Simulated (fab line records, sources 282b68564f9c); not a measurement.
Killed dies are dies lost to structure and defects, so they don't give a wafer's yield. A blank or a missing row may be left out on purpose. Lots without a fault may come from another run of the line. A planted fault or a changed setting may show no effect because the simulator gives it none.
Problem report in the 8D (eight disciplines) form, filled by code | flow rit_cmos | the parts of the form that need people (team, actions taken, sign-off) are left out

1. THE PROBLEM
chamber_pressure_mTorr at RIT_NLDD_STRIP_09 reads a mean of 1996 mTorr on 4 wafers of 3 lots; wafers without a fault read 3999 mTorr with a standard deviation of 3.7. That is -99 or more standard deviations from the usual mean.
The step: strips in O2, time 180 s.
First seen on wafer L110.1, day 4 02:21, on plasma_asher-01. The record holds 45 wafers of 15 lots with a number at this step. Rule for "out", or "out of limits": more than 4 standard deviations from the usual mean. The other wafers with a number count as sound.

2. WHAT IT IS AND WHAT IT IS NOT
question                    | is                             | is not
which readings at this step | chamber_pressure_mTorr         | drypump_motor_current_A
which lots                  | L110, L112, L114               | L105, L106, L107, L108, L113, L120, L121, L124, L125, L126, L127, L128
which wafers of those lots  | L110.1, L112.4, L114.4, L114.5 | L110.2, L110.3, L112.2, L112.6, L114.2
read on which tools         | plasma_asher-01                | plasma_asher-03, plasma_asher-04
when                        | from day 4 02:21               | up to then (14 sound wafers); but 27 sound wafers of L112, L113, L114, L120, L121, L124, L125, L126, L127, L128 came after

3. SUSPECTS, AND WHAT RULES EACH OUT
Counting: a tool at a process step up to the reading stays a suspect if it ran every lot that is out. Sound lots after the first of them don't rule it out here, since some wafers of a struck lot are sound.
- plasma_asher-01 at RIT_NLDD_STRIP_09 (strips in O2, time 180 s): kept. It ran every lot that is out, first L110 (day 4 02:21); its last sound lot up to then is L108 (day 3 16:50). Its own readings are out on those wafers: chamber_pressure_mTorr.
- Within plasma_asher-01 at RIT_NLDD_STRIP_09: the wafers that are out ran in chamber 0; their sound lot-mates ran in chamber 1.
Left after counting: plasma_asher-01 at RIT_NLDD_STRIP_09.

4. THE CAUSE (what the simulator had put in)
Process parameter drift: plasma_asher-01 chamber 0, from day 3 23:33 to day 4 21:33, at RIT_NLDD_STRIP_09. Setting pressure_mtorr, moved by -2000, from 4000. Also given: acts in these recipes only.
Counting left only this tool.

5. THE CHAIN OF EFFECTS, in route order
Each row: a reading whose mean over the struck wafers that have a number lies more than 3 standard deviations from the usual. Only readings for which the record gives a usual standard deviation are gone through. hours: the time from each lot's start at the first step in this table that gives one to its start at this step, as a median over the lots. sigmas: the change in usual standard deviations.
hours | step              | reading                | usual      | on struck wafers | change | sigmas
0     | RIT_NLDD_STRIP_09 | chamber_pressure_mTorr | 3999 mTorr | 1996             | -2002  | -99 or more
The process steps in it:
- RIT_NLDD_STRIP_09: strips in O2, time 180 s.

6. WHAT WOULD HAVE CAUGHT IT SOONER
In this record the first reading out of limits was taken at day 4 02:21, 3 hours after the fault began at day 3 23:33.
